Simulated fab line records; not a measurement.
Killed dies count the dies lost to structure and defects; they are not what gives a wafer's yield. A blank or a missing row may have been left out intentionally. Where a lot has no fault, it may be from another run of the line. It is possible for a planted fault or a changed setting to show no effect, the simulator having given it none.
fab line records	flow rit_cmos	part 1 of 2: steps 1 to 29 of 40
record lots=5	wafers=15	last_day=5
route steps=202 shown FOX1@22 FOX2@23 NWELL@28 PWELL@39 WELLDRIVE@50 NRETRO@53
lots with no fault: from the same line, run without faults
start_h: hours from the record's first day to the start of the lot's first wafer shown	wait_h: hours elapsed since this lot's preceding step	" same as the row above	L1.1+2: a single row standing in for several wafers	- either no value or no given start	* or withheld: withheld	< > ~ a bound
route shown NAME@n: names a module that has steps shown in the file, with the first one's number in the route	usual: average and standard deviation across the fault-free wafers	same: alike in all rows	chamber/n: place in a boat	sites: each site's reading	_std_site: standard deviation across them	_edge_site: outer sites' mean less inner sites'	radius_mm: for every site, how far away it sits from the centre of the wafer	mask NAME#n: copy n	behind: tool/chamber where the wafer was last shaped	hold: the reason the lot was held/the length of the hold in hours/how it ended	device: which transistor (n, p or np) failed to switch	end of line: the same wafers' tests at the end of the route	a step given without rows: its recipe and nothing more	killed: at the first sort, the dies lost to defects and structure; wafer yield is something else	map: per-die view of a wafer (x killed, . not killed, _ where there is no die)
set.NAME: the setting that was run; set.NAME@STEP: the one run at that earlier step	model.NAME: the simulator's own value behind a step, which no gauge read
lots at some steps of the route; a table a step, a row a wafer
services: from which hour (start_h, from the record's first day; less than 0 if before it) a tool's chamber was out of use, for how many hours, and why
## steps
# step RIT_FOX1_WET_ETCH_02
# recipe chemistry=BOE	target_depth_nm=350	time_s=390	temp_c=21.5	dry=n2_spin	dilution=10:1	target=SiO2
lot.wafer	tool	chamber	start_h	wait_h
L075.1+4+6	wet_bench-03	1	23.10	0.1
L080.2+4+6	wet_bench-01	3	48.00	0.0
L082.1+2+4	wet_bench-03	3	57.49	0.1
L084.1+3+6	wet_bench-04	1	69.18	0.1
L087.1+2+6	wet_bench-03	2	82.29	0.1
# step RIT_FOX2_OXIDATION_00
# recipe temp_c=1100	ambient=H2O	target_thk_a=3507	p_h2o_torr=720	ox_time_s=1130
# usual ox_temp_c=1100.0/0.43	spike_tc_centre_C=1103.0/1.7
lot.wafer	tool	chamber	start_h	wait_h	ox_temp_c	spike_tc_centre_C
L075.1	furnace-03	0	23.29	0.1	1099.5	1101.7
L075.4	"	0	"	"	1100.9	1102.5
L075.6	"	0	"	"	1099.4	1101.0
L080.2	furnace-02	0	48.45	0.3	1100.5	1099.9
L080.4	"	0	"	"	1100.1	1102.6
L080.6	"	0	"	"	1100.8	1101.5
L082.1	furnace-03	0	57.61	0.0	1100.4	1101.5
L082.2	"	0	"	"	1099.9	1102.3
L082.4	"	0	"	"	1100.3	1100.9
L084.1	furnace-02	0	72.73	3.4	1100.6	1101.9
L084.3	"	0	"	"	1099.8	1101.3
L084.6	"	0	"	"	1100.1	1101.6
L087.1	furnace-02	0	82.40	0.0	1099.3	1100.2
L087.2	"	0	"	"	1099.3	1100.3
L087.6	"	0	"	"	1100.2	1101.1
# step RIT_FOX2_THK_MEAS_01
# recipe reads=SiO2_of_FOX2_OXIDATION_00
# usual FOX2_OXIDE_THK=350/6.8
lot.wafer	tool	chamber	start_h	wait_h	FOX2_OXIDE_THK[nm]
L075.1	film_metro-04	-	24.61	0.0	339
L075.4	"	-	"	"	337
L075.6	"	-	"	"	336
L080.2	film_metro-04	-	49.77	0.0	345
L080.4	"	-	"	"	345
L080.6	"	-	"	"	344
L082.1	film_metro-03	-	58.93	0.0	340
L082.2	"	-	"	"	341
L082.4	"	-	"	"	345
L084.1	film_metro-01	-	74.04	0.0	352
L084.3	"	-	"	"	354
L084.6	"	-	"	"	350
L087.1	film_metro-01	-	83.72	0.0	356
L087.2	"	-	"	"	352
L087.6	"	-	"	"	352
# step RIT_FOX2_CLEAN_02
# recipe chemistry=dHF	dilution=50:1	time_s=171.4
lot.wafer	tool	chamber	start_h	wait_h
L075.1+4+6	wet_bench-01	0	24.67	0.1
L080.2+4+6	wet_bench-03	3	49.82	0.0
L082.1+2+4	wet_bench-01	0	58.99	0.1
L084.1+3+6	wet_bench-01	0	74.10	0.1
L087.1+2+6	wet_bench-01	2	83.78	0.1
# step RIT_FOX2_WET_ETCH_03
# recipe chemistry=H3PO4	target=Si3N4	target_depth_nm=195	temp_c=165	time_s=2700
lot.wafer	tool	chamber	start_h	wait_h
L075.1+4+6	wet_bench-03	0	24.73	0.0
L080.2+4+6	wet_bench-01	1	49.88	0.0
L082.1+2+4	wet_bench-02	3	59.05	0.0
L084.1+3+6	wet_bench-03	2	74.16	0.0
L087.1+2+6	wet_bench-03	3	83.84	0.0
# step RIT_FOX2_THK_MEAS_90
# recipe reads=SiO2_of_FOX2_OXIDATION_00
# usual FIELD_OXIDE_LEFT_1_THK=324/6.7
lot.wafer	tool	chamber	start_h	wait_h	FIELD_OXIDE_LEFT_1_THK[nm]
L075.1	film_metro-03	-	25.49	0.0	313
L075.4	"	-	"	"	310
L075.6	"	-	"	"	308
L080.2	film_metro-01	-	50.79	0.0	319
L080.4	"	-	"	"	318
L080.6	"	-	"	"	317
L082.1	film_metro-01	-	59.81	0.0	314
L082.2	"	-	"	"	314
L082.4	"	-	"	"	318
L084.1	film_metro-04	-	74.92	0.0	326
L084.3	"	-	"	"	327
L084.6	"	-	"	"	324
L087.1	film_metro-01	-	84.60	0.0	329
L087.2	"	-	"	"	325
L087.6	"	-	"	"	325
# step RIT_NWELL_HMDS_00
# recipe prime_time_s=62.67	prime_temp_c=140
# usual exhaust_pa=45.3/0.98
lot.wafer	tool	chamber	start_h	wait_h	exhaust_pa
L075.1	litho_track-03	0	25.55	0.1	46.4
L075.4	"	0	"	"	45.3
L075.6	"	0	"	"	44.6
L080.2	litho_track-02	0	50.87	0.1	45.6
L080.4	"	0	"	"	45.8
L080.6	"	0	"	"	45.3
L082.1	litho_track-03	0	59.87	0.1	46.4
L082.2	"	0	"	"	46.0
L082.4	"	0	"	"	46.7
L084.1	litho_track-03	0	75.12	0.2	43.8
L084.3	"	0	"	"	45.4
L084.6	"	0	"	"	45.1
L087.1	litho_track-04	0	84.75	0.1	46.5
L087.2	"	0	"	"	45.6
L087.6	"	0	"	"	45.6
# step RIT_NWELL_COAT_01
# recipe resist=NOVOLAK	spin_rpm=2000	resist_thk_nm=1300
# usual exhaust_pa=44.7/0.75
lot.wafer	tool	chamber	start_h	wait_h	exhaust_pa
L075.1	litho_track-03	0	25.70	0.1	44.2
L075.4	"	0	"	"	44.3
L075.6	"	0	"	"	44.2
L080.2	litho_track-02	0	51.02	0.1	45.5
L080.4	"	0	"	"	45.1
L080.6	"	0	"	"	45.0
L082.1	litho_track-03	0	60.02	0.1	44.9
L082.2	"	0	"	"	44.3
L082.4	"	0	"	"	45.5
L084.1	litho_track-03	0	75.27	0.1	46.1
L084.3	"	0	"	"	45.2
L084.6	"	0	"	"	46.7
L087.1	litho_track-04	0	84.90	0.1	44.9
L087.2	"	0	"	"	45.8
L087.6	"	0	"	"	42.8
# step RIT_NWELL_SOFTBAKE_02
# recipe resist=NOVOLAK	temp_c=90	time_s=60
# usual exhaust_pa=44.8/0.86
lot.wafer	tool	chamber	start_h	wait_h	exhaust_pa
L075.1	litho_track-03	0	25.85	0.1	45.2
L075.4	"	0	"	"	45.6
L075.6	"	0	"	"	45.7
L080.2	litho_track-02	0	51.17	0.1	46.1
L080.4	"	0	"	"	44.5
L080.6	"	0	"	"	45.7
L082.1	litho_track-03	0	60.17	0.1	46.0
L082.2	"	0	"	"	46.4
L082.4	"	0	"	"	46.2
L084.1	litho_track-03	0	75.42	0.1	44.0
L084.3	"	0	"	"	44.3
L084.6	"	0	"	"	45.7
L087.1	litho_track-04	0	85.05	0.1	45.2
L087.2	"	0	"	"	44.7
L087.6	"	0	"	"	43.7
# step RIT_NWELL_EXPOSE_03
# recipe mask_id=M2	na=0.57	target_cd_nm=43900	dose_mj=250
lot.wafer	tool	chamber	start_h	wait_h	mask
L075.1+4+6	iline_stepper-01	0	26.12	0.2	M2#0
L080.2+4+6	iline_stepper-02	0	51.31	0.1	M2#0
L082.1+2+4	iline_stepper-02	0	60.44	0.2	M2#0
L084.1+3+6	iline_stepper-02	0	75.57	0.1	M2#0
L087.1+2+6	iline_stepper-02	0	85.20	0.1	M2#0
# step RIT_NWELL_PEB_04
# recipe resist=NOVOLAK	temp_c=withheld	time_s=withheld
# usual exhaust_pa=44.9/0.91
lot.wafer	tool	chamber	start_h	wait_h	exhaust_pa
L075.1	litho_track-02	0	26.38	0.2	45.5
L075.4	"	0	"	"	45.6
L075.6	"	0	"	"	44.3
L080.2	litho_track-03	0	51.44	0.1	43.2
L080.4	"	0	"	"	43.9
L080.6	"	0	"	"	45.5
L082.1	litho_track-02	0	60.56	0.1	44.4
L082.2	"	0	"	"	44.9
L082.4	"	0	"	"	45.8
L084.1	litho_track-02	0	75.69	0.1	43.2
L084.3	"	0	"	"	44.3
L084.6	"	0	"	"	44.8
L087.1	litho_track-04	0	85.31	0.1	44.1
L087.2	"	0	"	"	42.5
L087.6	"	0	"	"	45.7
# step RIT_NWELL_DEVELOP_05
# recipe resist=NOVOLAK	develop_time_s=68	dev_temp_c=23
# usual exhaust_pa=45.1/0.76
lot.wafer	tool	chamber	start_h	wait_h	exhaust_pa
L075.1	litho_track-02	0	-	-	44.3
L075.4	"	0	"	"	44.6
L075.6	"	0	"	"	45.4
L080.2	litho_track-03	0	-	-	44.6
L080.4	"	0	"	"	45.8
L080.6	"	0	"	"	44.3
L082.1	litho_track-02	0	-	-	45.1
L082.2	"	0	"	"	44.3
L082.4	"	0	"	"	45.8
L084.1	litho_track-02	0	-	-	45.1
L084.3	"	0	"	"	44.7
L084.6	"	0	"	"	44.8
L087.1	litho_track-04	0	-	-	44.2
L087.2	"	0	"	"	44.7
L087.6	"	0	"	"	44.2
# step RIT_NWELL_OVL_MEAS_06
# usual NWELL_OVL=-0.8/1.3
lot.wafer	tool	chamber	start_h	wait_h	NWELL_OVL[nm]
L075.1	overlay-02	-	26.69	-	-0.6
L075.4	"	-	"	"	0.1
L075.6	"	-	"	"	-1.4
L080.2	overlay-01	-	51.73	-	0.2
L080.4	"	-	"	"	0.7
L080.6	"	-	"	"	-1.3
L082.1	overlay-01	-	60.87	-	-0.3
L082.2	"	-	"	"	0.0
L082.4	"	-	"	"	0.0
L084.1	overlay-01	-	76.00	-	-1.0
L084.3	"	-	"	"	-2.2
L084.6	"	-	"	"	-1.9
L087.1	overlay-01	-	85.63	-	-4.4
L087.2	"	-	"	"	-2.9
L087.6	"	-	"	"	-2.2
# step RIT_NWELL_HARDBAKE_07
# recipe resist=NOVOLAK	temp_c=140	time_s=120
# usual exhaust_pa=44.7/0.87
lot.wafer	tool	chamber	start_h	wait_h	exhaust_pa
L075.1	litho_track-03	0	26.73	0.0	44.8
L075.4	"	0	"	"	44.0
L075.6	"	0	"	"	44.6
L080.2	litho_track-04	0	51.80	0.1	45.9
L080.4	"	0	"	"	45.8
L080.6	"	0	"	"	46.1
L082.1	litho_track-03	0	60.93	0.1	44.8
L082.2	"	0	"	"	43.6
L082.4	"	0	"	"	44.8
L084.1	litho_track-02	0	76.04	0.0	44.7
L084.3	"	0	"	"	44.5
L084.6	"	0	"	"	45.5
L087.1	litho_track-04	0	85.66	0.0	44.4
L087.2	"	0	"	"	42.9
L087.6	"	0	"	"	43.2
# step RIT_NWELL_IMPLANT_08
# recipe species=P	energy_kev=170	dose_cm2=5e+13	tilt_deg=7
# usual tilt_deg=6.999/0.021
# same implant_ion_amu=31
lot.wafer	tool	chamber	start_h	wait_h	tilt_deg
L075.1	implanter-02	0	26.98	0.2	7.011
L075.4	"	0	"	"	7.030
L075.6	"	0	"	"	7.035
L080.2	implanter-02	0	52.04	0.2	6.999
L080.4	"	0	"	"	6.973
L080.6	"	0	"	"	7.019
L082.1	implanter-02	0	61.18	0.2	7.000
L082.2	"	0	"	"	7.008
L082.4	"	0	"	"	6.999
L084.1	implanter-04	0	76.29	0.2	7.011
L084.3	"	0	"	"	7.019
L084.6	"	0	"	"	6.972
L087.1	implanter-03	0	85.91	0.2	7.009
L087.2	"	0	"	"	6.997
L087.6	"	0	"	"	6.996
# step RIT_NWELL_STRIP_09
# recipe chemistry=O2	time_s=180	resist=NOVOLAK	platen_temp_c=withheld	power_w=500	pressure_mtorr=4000	o2_flow_sccm=4000
# usual drypump_motor_current_A=5.88/0.22
lot.wafer	tool	chamber	start_h	wait_h	drypump_motor_current_A	rf_hours_counter_h
L075.1	plasma_asher-01	1	27.13	0.1	6.15	37
L075.4	"	1	"	"	6.14	-
L075.6	"	0	"	"	5.41	-
L080.2	plasma_asher-04	1	52.16	0.1	5.80	43
L080.4	"	0	"	"	5.77	-
L080.6	"	1	"	"	5.78	-
L082.1	plasma_asher-01	0	61.33	0.1	5.42	40
L082.2	"	1	"	"	6.13	40
L082.4	"	1	"	"	6.12	-
L084.1	plasma_asher-03	0	76.44	0.1	6.11	43
L084.3	"	1	"	"	6.01	-
L084.6	"	1	"	"	6.02	-
L087.1	plasma_asher-03	0	86.09	0.1	6.11	45
L087.2	"	1	"	"	6.01	45
L087.6	"	0	"	"	6.10	-
# step RIT_NWELL_TW_MEAS_10
# usual NWELL_TW=2158/15
lot.wafer	tool	chamber	start_h	wait_h	NWELL_TW
L075.1	film_metro-03	-	27.30	0.1	2145
L075.4	"	-	"	"	2143
L075.6	"	-	"	"	2131
L080.2	film_metro-02	-	52.35	0.1	2163
L080.4	"	-	"	"	2172
L080.6	"	-	"	"	2167
L082.1	film_metro-04	-	61.51	0.1	2180
L082.2	"	-	"	"	2181
L082.4	"	-	"	"	2161
L084.1	film_metro-03	-	76.61	0.1	2162
L084.3	"	-	"	"	2156
L084.6	"	-	"	"	2153
L087.1	film_metro-03	-	86.26	0.1	2142
L087.2	"	-	"	"	2155
L087.6	"	-	"	"	2154
# step RIT_PWELL_HMDS_00
# recipe prime_time_s=60	prime_temp_c=140
# usual exhaust_pa=44.9/0.82
lot.wafer	tool	chamber	start_h	wait_h	exhaust_pa
L075.1	litho_track-04	0	27.57	0.3	45.7
L075.4	"	0	"	"	43.6
L075.6	"	0	"	"	45.2
L080.2	litho_track-01	0	52.44	0.1	44.9
L080.4	"	0	"	"	46.4
L080.6	"	0	"	"	46.1
L082.1	litho_track-04	0	61.57	0.1	44.5
L082.2	"	0	"	"	45.8
L082.4	"	0	"	"	45.9
L084.1	litho_track-03	0	76.67	0.1	45.5
L084.3	"	0	"	"	44.3
L084.6	"	0	"	"	44.5
L087.1	litho_track-04	0	86.32	0.1	44.6
L087.2	"	0	"	"	44.8
L087.6	"	0	"	"	46.0
# step RIT_PWELL_COAT_01
# recipe resist=NOVOLAK	spin_rpm=2000	resist_thk_nm=1300
# usual exhaust_pa=44.8/0.92
lot.wafer	tool	chamber	start_h	wait_h	exhaust_pa
L075.1	litho_track-04	0	27.72	0.1	44.6
L075.4	"	0	"	"	44.8
L075.6	"	0	"	"	43.9
L080.2	litho_track-01	0	52.59	0.1	44.4
L080.4	"	0	"	"	45.1
L080.6	"	0	"	"	45.6
L082.1	litho_track-04	0	61.72	0.1	46.2
L082.2	"	0	"	"	45.4
L082.4	"	0	"	"	45.9
L084.1	litho_track-03	0	76.82	0.1	43.7
L084.3	"	0	"	"	44.1
L084.6	"	0	"	"	44.4
L087.1	litho_track-04	0	86.47	0.1	43.8
L087.2	"	0	"	"	45.4
L087.6	"	0	"	"	45.5
# step RIT_PWELL_SOFTBAKE_02
# recipe resist=NOVOLAK	temp_c=90	time_s=60
# usual exhaust_pa=45.3/0.89
lot.wafer	tool	chamber	start_h	wait_h	exhaust_pa
L075.1	litho_track-04	0	27.87	0.1	46.4
L075.4	"	0	"	"	45.2
L075.6	"	0	"	"	47.4
L080.2	litho_track-01	0	52.74	0.1	44.8
L080.4	"	0	"	"	44.8
L080.6	"	0	"	"	43.9
L082.1	litho_track-04	0	61.87	0.1	45.0
L082.2	"	0	"	"	45.1
L082.4	"	0	"	"	45.1
L084.1	litho_track-03	0	76.97	0.1	45.3
L084.3	"	0	"	"	44.5
L084.6	"	0	"	"	46.4
L087.1	litho_track-04	0	86.62	0.1	45.0
L087.2	"	0	"	"	44.6
L087.6	"	0	"	"	45.9
# step RIT_PWELL_EXPOSE_03
# recipe mask_id=M3	na=0.57	target_cd_nm=43700	dose_mj=250
lot.wafer	tool	chamber	start_h	wait_h	mask
L075.1+4+6	iline_stepper-01	0	28.14	0.2	M3#0
L080.2+4+6	iline_stepper-02	0	52.89	0.1	M3#0
L082.1+2+4	iline_stepper-01	0	62.02	0.1	M3#0
L084.1+3+6	iline_stepper-01	0	77.12	0.1	M3#0
L087.1+2+6	iline_stepper-02	0	86.77	0.1	M3#0
# step RIT_PWELL_PEB_04
# recipe resist=NOVOLAK	temp_c=withheld	time_s=withheld
# usual exhaust_pa=44.9/0.86
lot.wafer	tool	chamber	start_h	wait_h	exhaust_pa
L075.1	litho_track-04	0	28.26	0.1	44.5
L075.4	"	0	"	"	45.8
L075.6	"	0	"	"	45.7
L080.2	litho_track-01	0	53.01	0.1	45.1
L080.4	"	0	"	"	45.0
L080.6	"	0	"	"	44.6
L082.1	litho_track-03	0	62.13	0.1	45.4
L082.2	"	0	"	"	45.8
L082.4	"	0	"	"	44.9
L084.1	litho_track-04	0	77.39	0.2	45.4
L084.3	"	0	"	"	45.0
L084.6	"	0	"	"	46.4
L087.1	litho_track-04	0	86.89	0.1	45.3
L087.2	"	0	"	"	44.9
L087.6	"	0	"	"	45.3
# step RIT_PWELL_DEVELOP_05
# recipe resist=NOVOLAK	develop_time_s=68	dev_temp_c=23
# usual exhaust_pa=45.0/0.87
lot.wafer	tool	chamber	start_h	wait_h	exhaust_pa
L075.1	litho_track-04	0	-	-	43.3
L075.4	"	0	"	"	43.9
L075.6	"	0	"	"	43.9
L080.2	litho_track-01	0	-	-	44.0
L080.4	"	0	"	"	45.0
L080.6	"	0	"	"	45.2
L082.1	litho_track-03	0	-	-	45.1
L082.2	"	0	"	"	43.6
L082.4	"	0	"	"	45.8
L084.1	litho_track-04	0	-	-	44.3
L084.3	"	0	"	"	45.6
L084.6	"	0	"	"	44.1
L087.1	litho_track-04	0	-	-	45.4
L087.2	"	0	"	"	45.3
L087.6	"	0	"	"	45.6
# step RIT_PWELL_OVL_MEAS_06
# usual PWELL_OVL=0.5/1.4
lot.wafer	tool	chamber	start_h	wait_h	PWELL_OVL[nm]
L075.1	overlay-01	-	28.57	-	-0.3
L075.4	"	-	"	"	0.7
L075.6	"	-	"	"	0.7
L080.2	overlay-01	-	53.30	-	-0.4
L080.4	"	-	"	"	-0.2
L080.6	"	-	"	"	0.7
L082.1	overlay-01	-	62.45	-	0.4
L082.2	"	-	"	"	2.0
L082.4	"	-	"	"	1.2
L084.1	overlay-02	-	77.70	-	0.8
L084.3	"	-	"	"	-0.7
L084.6	"	-	"	"	2.5
L087.1	overlay-01	-	87.20	-	0.1
L087.2	"	-	"	"	1.3
L087.6	"	-	"	"	-0.4
# step RIT_PWELL_HARDBAKE_07
# recipe resist=NOVOLAK	temp_c=140	time_s=120
# usual exhaust_pa=45.0/0.89
lot.wafer	tool	chamber	start_h	wait_h	exhaust_pa
L075.1	litho_track-04	0	28.61	0.0	43.2
L075.4	"	0	"	"	45.3
L075.6	"	0	"	"	44.7
L080.2	litho_track-04	0	53.38	0.1	46.6
L080.4	"	0	"	"	44.8
L080.6	"	0	"	"	47.6
L082.1	litho_track-01	0	62.48	0.0	45.2
L082.2	"	0	"	"	44.9
L082.4	"	0	"	"	44.3
L084.1	litho_track-03	0	77.74	0.0	46.1
L084.3	"	0	"	"	44.8
L084.6	"	0	"	"	43.7
L087.1	litho_track-04	0	87.24	0.0	45.5
L087.2	"	0	"	"	45.3
L087.6	"	0	"	"	44.7
# step RIT_PWELL_IMPLANT_08
# recipe species=B	energy_kev=170	dose_cm2=7.15e+13	tilt_deg=7
# usual tilt_deg=7.000/0.021
# same implant_ion_amu=11
lot.wafer	tool	chamber	start_h	wait_h	tilt_deg
L075.1	implanter-02	0	28.86	0.2	6.994
L075.4	"	0	"	"	6.988
L075.6	"	0	"	"	6.991
L080.2	implanter-02	0	53.61	0.2	6.966
L080.4	"	0	"	"	7.006
L080.6	"	0	"	"	7.012
L082.1	implanter-02	0	62.73	0.2	7.000
L082.2	"	0	"	"	6.979
L082.4	"	0	"	"	6.997
L084.1	implanter-04	0	77.99	0.2	6.990
L084.3	"	0	"	"	6.983
L084.6	"	0	"	"	7.013
L087.1	implanter-04	0	87.49	0.2	7.019
L087.2	"	0	"	"	7.005
L087.6	"	0	"	"	7.020
# step RIT_PWELL_STRIP_09
# recipe chemistry=O2	time_s=180	resist=NOVOLAK	platen_temp_c=withheld	power_w=500	pressure_mtorr=4000	o2_flow_sccm=4000
# usual drypump_motor_current_A=5.82/0.25
lot.wafer	tool	chamber	start_h	wait_h	drypump_motor_current_A	rf_hours_counter_h
L075.1	plasma_asher-03	0	29.01	0.1	6.11	38
L075.4	"	1	"	"	5.99	-
L075.6	"	0	"	"	6.11	-
L080.2	plasma_asher-04	0	53.73	0.1	5.73	43
L080.4	"	0	"	"	5.76	-
L080.6	"	1	"	"	5.77	-
L082.1	plasma_asher-03	0	62.88	0.1	6.07	42
L082.2	"	1	"	"	5.93	42
L082.4	"	0	"	"	6.09	-
L084.1	plasma_asher-04	0	78.14	0.1	5.71	46
L084.3	"	1	"	"	5.81	-
L084.6	"	1	"	"	5.79	-
L087.1	plasma_asher-03	1	87.64	0.1	6.00	45
L087.2	"	0	"	"	6.10	45
L087.6	"	0	"	"	6.13	-
# step RIT_PWELL_TW_MEAS_10
# usual PWELL_TW=966/6.2
lot.wafer	tool	chamber	start_h	wait_h	PWELL_TW
L075.1	film_metro-03	-	29.18	0.1	961
L075.4	"	-	"	"	957
L075.6	"	-	"	"	959
L080.2	film_metro-04	-	53.92	0.1	972
L080.4	"	-	"	"	971
L080.6	"	-	"	"	973
L082.1	film_metro-04	-	63.06	0.1	973
L082.2	"	-	"	"	973
L082.4	"	-	"	"	974
L084.1	film_metro-03	-	78.31	0.1	965
L084.3	"	-	"	"	966
L084.6	"	-	"	"	964
L087.1	film_metro-02	-	87.82	0.1	962
L087.2	"	-	"	"	971
L087.6	"	-	"	"	971
# step RIT_WELLDRIVE_ANNEAL_00
# recipe temp_c=1100	time_s=14700	ambient=N2
# usual spike_tc_centre_C=1102.0/1.4
lot.wafer	tool	chamber	start_h	wait_h	spike_tc_centre_C
L075.1	furnace-03	0	29.24	0.1	1103.6
L075.4	"	0	"	"	1100.9
L075.6	"	0	"	"	1102.7
L080.2	furnace-04	0	53.97	0.0	1104.3
L080.4	"	0	"	"	1102.8
L080.6	"	0	"	"	1101.3
L082.1	furnace-02	0	63.60	0.5	1101.8
L082.2	"	0	"	"	1100.7
L082.4	"	0	"	"	1100.0
L084.1	furnace-03	0	78.54	0.2	1099.2
L084.3	"	0	"	"	1101.7
L084.6	"	0	"	"	1102.0
L087.1	furnace-02	0	88.04	0.2	1099.5
L087.2	"	0	"	"	1101.3
L087.6	"	0	"	"	1103.7
